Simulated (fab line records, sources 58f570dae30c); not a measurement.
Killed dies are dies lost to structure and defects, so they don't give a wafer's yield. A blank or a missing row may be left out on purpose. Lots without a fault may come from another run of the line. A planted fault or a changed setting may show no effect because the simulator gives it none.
A struck lot beside a sound one | flow berkeley_cmos170 | 23 steps out of a route of 331
Sound: wafers L914.1, L914.3, L914.6. Struck: wafers L917.3, L917.4, L917.5. The cause comes at the end.
At each step with rows: each side's tool, then ch and its chambers, then its first start. Under that, the readings that differ: sound wafers | struck wafers | difference of the means | sigmas: that difference in standard deviations of wafers without a fault.
alike: readings whose means differ by less than 2 such deviations, and words and numbers that are the same on both sides. not compared: withheld readings, readings that some wafer has no value for, bounds like >300 that may hide the same value, and numbers for which the record gives no deviation and whose values overlap.
The two part at a step that has a row with sigmas, a row that says differs or no value, or rows on one side only. Numbers that don't overlap but have no deviation are shown without sigmas and don't part them. A reading that every wafer of one side lacks parts them only if that side has two wafers or more.

UCB170_NWELL_ETCH_13: etches Si3N4 in CH3F/Ar/O2, stops on SiO2, target depth 246.4 nm, time 154 s.
  sound on rie_diel-04 ch 0,2, day 3 22:07; struck on rie_diel-04 ch 2,3, day 4 09:28
  alike: drypump_motor_current_A, oes_product_au, throttle_valve_pct
  not compared: rf_hours_counter_h
then, 1 step without rows for these wafers: UCB170_NWELL_IMPLANT_14.
UCB170_NWELL_STRIP_15: strips in O2.
  sound on plasma_asher-01 ch 0,1, day 3 22:22; struck on plasma_asher-03 ch 0,1, day 4 09:45
  alike: drypump_motor_current_A, oes_product_au, strip_time_to_endpoint_s
  not compared: rf_hours_counter_h
UCB170_NWELL_TW_MEAS_16:
  sound on film_metro-03, day 3 22:28; struck on film_metro-04, day 4 09:50
  alike: NWELL_TW
then, 6 steps without rows for these wafers: UCB170_NWELL_CLEAN_17 (cleans in SPM, time 600 s); UCB170_NWELL_WET_ETCH_18 (etches Si3N4 in H3PO4, time 14400 s); UCB170_NWELL_WET_ETCH_19 (etches SiO2 in BOE, time 22 s); UCB170_PWELL_CLEAN_00 (cleans in SPM, time 600 s); UCB170_PWELL_CLEAN_01 (cleans in dHF, time 60 s); UCB170_PWELL_OXIDATION_02 (target thk 26.4 nm, ox time 1260 s).
UCB170_PWELL_THK_MEAS_03:
  sound on film_metro-03, day 4 07:22; struck on film_metro-03, day 4 18:05
  alike: PWELL_OXIDE_THK
then, 1 step without rows for these wafers: UCB170_PWELL_ANNEAL_04 (time 900 s).
UCB170_PWELL_CVD_05: deposits Si3N4 from SiH2Cl2/NH3, target thk 220 nm, time 3300 s.
  sound on lpcvd-02 ch 0, day 4 12:07; struck on lpcvd-02 ch 0, day 5 00:40
  reading                                 | sound           | struck            | difference | sigmas
  model.Si3N4_of_PWELL_CVD_05.thk_nm (nm) | 220 219.7 218.7 | 121.6 120.8 122.3 | -97.9      |
UCB170_PWELL_THK_MEAS_06:
  sound on film_metro-02, day 4 14:02; struck on film_metro-04, day 5 02:36
  reading                | sound             | struck            | difference | sigmas
  PWELL_NITRIDE_THK (nm) | 220.0 219.6 218.8 | 121.6 120.9 122.3 | -97.9      | -47
then, 6 steps without rows for these wafers: UCB170_PWELL_HMDS_07 (prime time 60 s); UCB170_PWELL_COAT_08 (resist thk 900 nm); UCB170_PWELL_SOFTBAKE_09 (time 60 s); UCB170_PWELL_EXPOSE_10 (exposes mask PWELL, target cd 3000 nm); UCB170_PWELL_PEB_11; UCB170_PWELL_DEVELOP_12 (develop time 45 s).
UCB170_PWELL_OVL_MEAS_13:
  sound on overlay-01, day 4 15:04; struck on overlay-01, day 5 04:28
  alike: PWELL_OVL
UCB170_PWELL_ETCH_14: etches Si3N4 in CH3F/Ar/O2, stops on SiO2, target depth 242 nm, time 151 s.
  sound on rie_diel-04 ch 0,2, day 4 15:05; struck on rie_diel-03 ch 1,3, day 5 04:30
  reading                  | sound             | struck            | difference | sigmas
  oes_product_au (a.u.)    | 0.946 0.950 0.949 | 0.704 0.686 0.685 | -0.257     | -20
  model.etch.depth_nm (nm) | 220 219.7 218.7   | 121.6 120.8 122.3 | -97.9      |
  alike: drypump_motor_current_A, throttle_valve_pct
  not compared: rf_hours_counter_h
then, 1 step without rows for these wafers: UCB170_PWELL_IMPLANT_15.

WHERE THEY PART
First at UCB170_PWELL_THK_MEAS_06; last, within this record, at UCB170_PWELL_ETCH_14.

WHY: what the simulator had put in
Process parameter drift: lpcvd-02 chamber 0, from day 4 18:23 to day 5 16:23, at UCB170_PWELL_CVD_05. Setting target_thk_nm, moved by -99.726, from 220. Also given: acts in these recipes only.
